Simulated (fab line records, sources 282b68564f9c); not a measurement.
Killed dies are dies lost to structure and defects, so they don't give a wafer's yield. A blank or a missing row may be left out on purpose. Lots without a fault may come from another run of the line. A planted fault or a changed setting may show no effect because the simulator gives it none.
Which tool did it? | flow rit_cmos | 14 lots, 42 wafers sampled, at 4 steps of a route of 202

WHAT THE GAUGES READ, wafer by wafer
RIT_NRETRO_TW_MEAS_10. Usual: NRETRO_TW 1048, standard deviation 9.5.
lot  | measured    | on            | NRETRO_TW      | flag
L287 | day 2 06:27 | film_metro-03 | 1053 1050 1051 |
L288 | day 2 10:28 | film_metro-01 | 1061 1056 1061 |
L289 | day 2 15:46 | film_metro-02 | 1042 1035 1043 |
L291 | day 3 03:43 | film_metro-03 | 1037 1038 1043 |
L292 | day 3 08:19 | film_metro-02 | 1046 1042 1049 |
L294 | day 3 20:29 | film_metro-02 | 1039 1034 1041 |
L295 | day 3 23:38 | film_metro-03 | 1046 1042 1033 |
L299 | day 4 17:44 | film_metro-02 | 1041 1041 1041 |
L301 | day 5 03:56 | film_metro-03 | 1046 1034 1046 |
L302 | day 5 10:39 | film_metro-01 | 1058 1056 1061 |
L303 | day 5 16:04 | film_metro-01 | 1059 1057 1060 |
L306 | day 6 04:43 | film_metro-01 | 1062 1060 1054 |
L307 | day 6 10:13 | film_metro-01 | 1059 1056 1060 |
L308 | day 6 15:19 | film_metro-02 | 1044 1047 1051 |

RIT_NSD_TW_MEAS_10. Usual: NSD_TW 3117, standard deviation 29.
lot  | measured    | on            | NSD_TW                        | flag
L287 | day 3 00:16 | film_metro-02 | 3104 3087 3095                |
L288 | day 3 05:40 | film_metro-03 | 3085 3100 3089                |
L289 | day 3 13:47 | film_metro-01 | 3127 3130 3131                |
L291 | day 3 20:22 | film_metro-01 | 3125 3154 3138                |
L292 | day 4 01:35 | film_metro-02 | 3098 3093 3096                |
L294 | day 4 15:55 | film_metro-03 | 3104 3091 3091                |
L295 | day 4 16:24 | film_metro-01 | 3149 3169 3139                |
L299 | day 5 11:02 | film_metro-03 | 3092 3086 3085                |
L301 | day 5 20:46 | film_metro-03 | 3313 3303 3309 3315 3288 3331 | OFF
L302 | day 6 04:33 | film_metro-03 | 3109 3114 3105                |
L303 | day 6 11:45 | film_metro-01 | 3379 3390 3378 3364 3371 3380 | OFF
L306 | day 6 23:37 | film_metro-02 | 3099 3121 3112                |
L307 | day 7 05:55 | film_metro-01 | 3138 3145 3142                |
L308 | day 7 08:30 | film_metro-01 | 3153 3152 3153                |

RIT_SDANNEAL_RS_MEAS_05: measures by four-point-probe. Usual: NSD_RS 84.52 ohm/sq, standard deviation 0.24.
lot  | measured    | on            | NSD_RS (ohm/sq)                     | flag
L287 | day 3 02:26 | film_metro-03 | 84.37 84.32 84.46                   |
L288 | day 3 08:04 | film_metro-01 | 84.23 84.59 84.40                   |
L289 | day 3 15:50 | film_metro-01 | 84.72 84.66 84.88                   |
L291 | day 3 22:23 | film_metro-03 | 84.45 84.47 84.25                   |
L292 | day 4 03:39 | film_metro-02 | 84.66 84.78 85.16                   |
L294 | day 4 17:57 | film_metro-03 | 84.79 84.82 84.85                   |
L295 | day 4 18:28 | film_metro-02 | 84.46 84.68 84.56                   |
L299 | day 5 13:23 | film_metro-03 | 84.72 84.66 84.97                   |
L301 | day 6 02:24 | film_metro-01 | 81.70 81.69 81.58 81.79 81.78 81.69 | OFF
L302 | day 6 06:35 | film_metro-01 | 84.59 84.47 84.46                   |
L303 | day 6 22:59 | film_metro-01 | 81.50 81.35 81.39 81.34 81.42 81.30 | OFF
L306 | day 7 01:46 | film_metro-03 | 84.56 84.60 84.59                   |
L307 | day 7 08:10 | film_metro-03 | 84.58 84.56 84.94                   |
L308 | day 7 10:41 | film_metro-02 | 84.13 84.19 84.12                   |

WHICH TOOL RAN EACH LOT (tool, then ch and the chambers of the sampled wafers, then the start)
lot  | RIT_NSD_IMPLANT_08
L287 | implanter-02 ch 0, day 2 23:59
L288 | implanter-01 ch 0, day 3 05:20
L289 | implanter-02 ch 0, day 3 13:29
L291 | implanter-01 ch 0, day 3 20:02
L292 | implanter-01 ch 0, day 4 01:14
L294 | implanter-04 ch 0, day 4 15:35
L295 | implanter-04 ch 0, day 4 16:06
L299 | implanter-02 ch 0, day 5 10:44
L301 | implanter-04 ch 0, day 5 20:28
L302 | implanter-02 ch 0, day 6 04:14
L303 | implanter-04 ch 0, day 6 11:26
L306 | implanter-02 ch 0, day 6 23:17
L307 | implanter-02 ch 0, day 7 05:35
L308 | implanter-02 ch 0, day 7 08:13
- RIT_NSD_IMPLANT_08

WHAT THE TOOLS THEMSELVES READ (means of the sampled wafers that have a number; where no wafer has one, the mark that the record gives instead)
RIT_NSD_IMPLANT_08. Usual: beam_energy_keV 25.001, standard deviation 0.0071.
lot  | tool         | beam_energy_keV | flag
L287 | implanter-02 | 25.001          |
L288 | implanter-01 | 25.004          |
L289 | implanter-02 | 24.999          |
L291 | implanter-01 | 24.997          |
L292 | implanter-01 | 25.002          |
L294 | implanter-04 | 25.005          |
L295 | implanter-04 | 25.001          |
L299 | implanter-02 | 24.994          |
L301 | implanter-04 | 32.499          | OFF
L302 | implanter-02 | 25.003          |
L303 | implanter-04 | 32.508          | OFF
L306 | implanter-02 | 24.999          |
L307 | implanter-02 | 25.006          |
L308 | implanter-02 | 25.007          |

THE ANSWER, worked out from the rows above alone
Rule: a lot is off if the mean of its wafers that have a number lies more than 3 standard deviations from the usual mean. A lot without any number at a reading at which 4 lots or more have one is off too. The other lots that the step has rows for count as sound. The gauges are gone through in route order, then the tools' own readings, and for those a lot's mean is taken as printed above. The first step at which some lot is off is used, and at that step the reading that is off furthest; a lot without a number counts as furthest.
Off: L301, L303, at RIT_NSD_TW_MEAS_10 (NSD_TW).
A tool fits if, at a process step before that reading, it ran every lot that is off, and no sound lot after the first of them. The gauges at RIT_NSD_TW_MEAS_10 aren't tried: what is off there is off at RIT_NSD_IMPLANT_08 too, on other tools, and a gauge's error can't cause that. One fits: implanter-04 at RIT_NSD_IMPLANT_08. Its last sound lot is L295 (day 4 16:06), its first lot that is off L301 (day 5 20:28): a fault that began between those two fits.
The tool's own readings at RIT_NSD_IMPLANT_08 bear it out: on the lots that are off they differ by more than 5 times the standard deviation of the sound lots' means. beam_energy_keV reads 32.504 there against 25.002 on the sound lots.

WHAT THE SIMULATOR HAD PUT IN
Process parameter drift: implanter-04, from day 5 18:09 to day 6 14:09, at RIT_NSD_IMPLANT_08. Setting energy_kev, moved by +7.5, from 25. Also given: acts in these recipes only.
Lots struck among those shown: L301, L303. The rule above found the same.
